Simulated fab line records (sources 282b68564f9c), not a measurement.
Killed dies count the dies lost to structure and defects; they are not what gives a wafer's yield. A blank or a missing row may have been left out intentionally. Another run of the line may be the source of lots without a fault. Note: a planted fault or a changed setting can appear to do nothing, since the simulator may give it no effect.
A lot that was struck, set against a sound lot :: flow rit-cmos :: 19 out of 202 route steps
Sound: wafers L374.2, L374.3, L374.6. Wafers L382.4, L382.5, L382.6 were the ones struck. The cause comes at the end.
Per side, at each step with rows, come the tool, then ch with its chambers, and then its first start. Under that, the readings that differ: sound wafers :: struck wafers :: difference of the means :: sigmas: that difference in standard deviations of wafers without a fault.
alike: readings with means less than 2 such deviations apart, plus words and numbers identical on both sides. not compared: withheld readings, readings lacking a value on some wafer, bounds such as >300 that could conceal the same value, and numbers that have no deviation in the record and whose values overlap.
Wherever a step has rows on one side only, a row that says differs or no value, or a row with sigmas, the two part there. Non-overlapping numbers with no deviation appear without sigmas and do not part them. Lack of a reading on every wafer of one side parts them only where that side has two or more wafers.

first, 1 step without rows for these wafers: RIT_CONTACT_HARDBAKE_10 (time 60 s).
RIT_CONTACT_ETCH_11: etches SiO2 in CHF3/CF4/Ar, stops on TiSi2, target depth 480 nm, time 320 s.
  sound on rie-diel-04 ch 2,3, day 3 10:53; struck on rie-diel-03 ch 1,2, day 5 03:41
  alike: drypump-motor-current-A, oes-product-au, throttle-valve-pct
  not compared: rf-hours-counter-h
RIT_CONTACT_STRIP_12: strips in O2, time 180 s.
  sound on plasma-asher-01 ch 0,1, day 3 11:05; struck on plasma-asher-04 ch 0,1, day 5 03:56
reading: drypump-motor-current-A (A)
sound: 5.6 5.1 5.6
struck: 6.6 6.5 6.1
difference: +1.0
sigmas: +2
  not compared: rf-hours-counter-h
RIT_CONTACT_CD_MEAS_90: the cd target is 1000 nm.
  sound on cd-sem-01 at day 3 11:16; struck on cd-sem-01 at day 5 04:07
  alike: cd-nm
then, 2 steps without rows for these wafers: RIT_CONTACT_CLEAN_13 (cleans in SC1, time 600 s); RIT_CONTACT_CLEAN_14 (cleans in SC2, time 600 s).
RIT_M1_SPUTTER_00: material Al, target thk 400 nm, time 500 s.
  sound on pvd-sputter-04 at day 3 11:43; struck on pvd-sputter-04 at day 5 04:32
  alike: throttle-valve-pct
RIT_M1_RS_MEAS_01: the measuring method here is four-point-probe.
  sound on film-metro-04 at day 3 12:02; struck on film-metro-02 at day 5 04:53
  alike: M1_AL_RS
RIT_M1_THK_MEAS_02: measures by xrf.
  sound on film-metro-04 at day 3 12:09; struck on film-metro-02 at day 5 04:58
  alike: M1_AL_THK
then, 3 steps without rows for these wafers: RIT_M1_HMDS_03 (prime time 60 s); RIT_M1_COAT_04 (resist thk 1300 nm); RIT_M1_SOFTBAKE_05 (time 60 s).
RIT_M1_EXPOSE_06: exposes mask M12, target cd 2600 nm.
  sound on iline-stepper-01 ch 0, day 3 12:50; struck on iline-stepper-02 ch 0, day 5 05:38
reading: model.M1.overlay-x-nm (nm)
sound: -0.02778 -0.02778 -0.02778
struck: 4.068 4.068 4.068
difference: +4.096
sigmas: 
  alike: mask
then, 2 steps without rows for these wafers: RIT_M1_PEB_07; RIT_M1_DEVELOP_08 (develop time 68 s).
RIT_M1_CD_MEAS_09: the cd target is 2600 nm.
  sound on cd-sem-02 at day 3 13:16; struck on cd-sem-02 at day 5 06:04
  alike: cd-nm
RIT_M1_OVL_MEAS_10:
  sound on overlay-02 at day 3 13:22; struck on overlay-02 at day 5 06:08
reading: M1_OVL (nm)
sound: -3.1 -2.4 -2.8
struck: 4.0 1.8 3.5
difference: +5.9
sigmas: +4
then, 1 step without rows for these wafers: RIT_M1_HARDBAKE_11 (time 120 s).
RIT_M1_PROBE_99:
  sound on prober-01 at day 3 15:57; struck on prober-01 at day 5 08:49
  alike: defect-limited-yield, killed-at-contacts, killed-at-front-end, killed-dies, killed-on-rim, killed-open, killed-short, sort_bin_3_pad_short, sort_bin_5_function, sort_bin_6_memory, sort-n-pass, sort-yield-pct

## WHERE THEY PART
Earliest at RIT_CONTACT_STRIP_12; latest, in this record, at RIT_M1_OVL_MEAS_10. Later steps at which nothing parts them and some readings are alike: RIT_M1_PROBE_99.

WHY: what had been put in by the simulator
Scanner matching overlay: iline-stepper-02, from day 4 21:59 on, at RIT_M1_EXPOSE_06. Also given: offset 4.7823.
